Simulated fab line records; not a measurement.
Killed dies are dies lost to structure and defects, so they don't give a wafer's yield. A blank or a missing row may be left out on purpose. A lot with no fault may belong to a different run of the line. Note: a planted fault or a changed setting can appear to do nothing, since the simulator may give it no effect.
Which tool is to blame? | flow rit-cmos | 7 lots, 21 wafers sampled, at 2 steps of a route of 202

## WHAT THE GAUGES SHOWED, per wafer
RIT_REOX_THK_MEAS_04.
lot  | measured    | on            | REOX_OXIDE_THK (nm)
L465 | day 3 17:55 | film-metro-02 | 23.5 23.4 23.5
L467 | day 4 05:08 | film-metro-04 | 24.9 24.7 24.8
L469 | day 4 15:55 | film-metro-02 | 25.6 26.3 26.0
L471 | day 4 23:09 | film-metro-02 | 25.4 25.7 25.5
L474 | day 5 23:36 | film-metro-04 | 25.5 24.9 24.8
L476 | day 6 17:26 | film-metro-03 | 22.1 22.2 22.3
L479 | day 7 11:17 | film-metro-04 | 22.6 22.7 23.0

## WHICH TOOL RAN EACH LOT (tool, then ch and the chambers of the sampled wafers, then the start)
lot  | RIT_REOX_OXIDATION_03
L465 | furnace-03 ch 0, day 3 15:22
L467 | furnace-04 ch 0, day 4 02:34
L469 | furnace-01 ch 0, day 4 13:22
L471 | furnace-01 ch 0, day 4 20:35
L474 | furnace-01 ch 0, day 5 21:03
L476 | furnace-01 ch 0, day 6 14:53
L479 | furnace-01 ch 0, day 7 08:44
- RIT_REOX_OXIDATION_03: target thk 25.2 nm, ox time 5580 s.

## THE ANSWER, worked out from the rows above alone
Rule: the usual values come from the lots themselves. The widest of any qualifying gaps counts: lots, ordered by their means at a reading, are off when they make up no more than a third of the lots, leave a main group of 4 or more, and stand apart from it by 3 or more times the standard deviation of that group's means. A main group is skipped when, at the precision printed for the reading in the tables above, its means are all equal. Also off: a lot with no number at a reading for which 4 or more lots have one. Where the step has rows for the other lots, those lots are counted as sound.
Across all readings shown, no lot is off: no conclusion can be drawn from this.

## WHAT THE SIMULATOR HAD PUT IN
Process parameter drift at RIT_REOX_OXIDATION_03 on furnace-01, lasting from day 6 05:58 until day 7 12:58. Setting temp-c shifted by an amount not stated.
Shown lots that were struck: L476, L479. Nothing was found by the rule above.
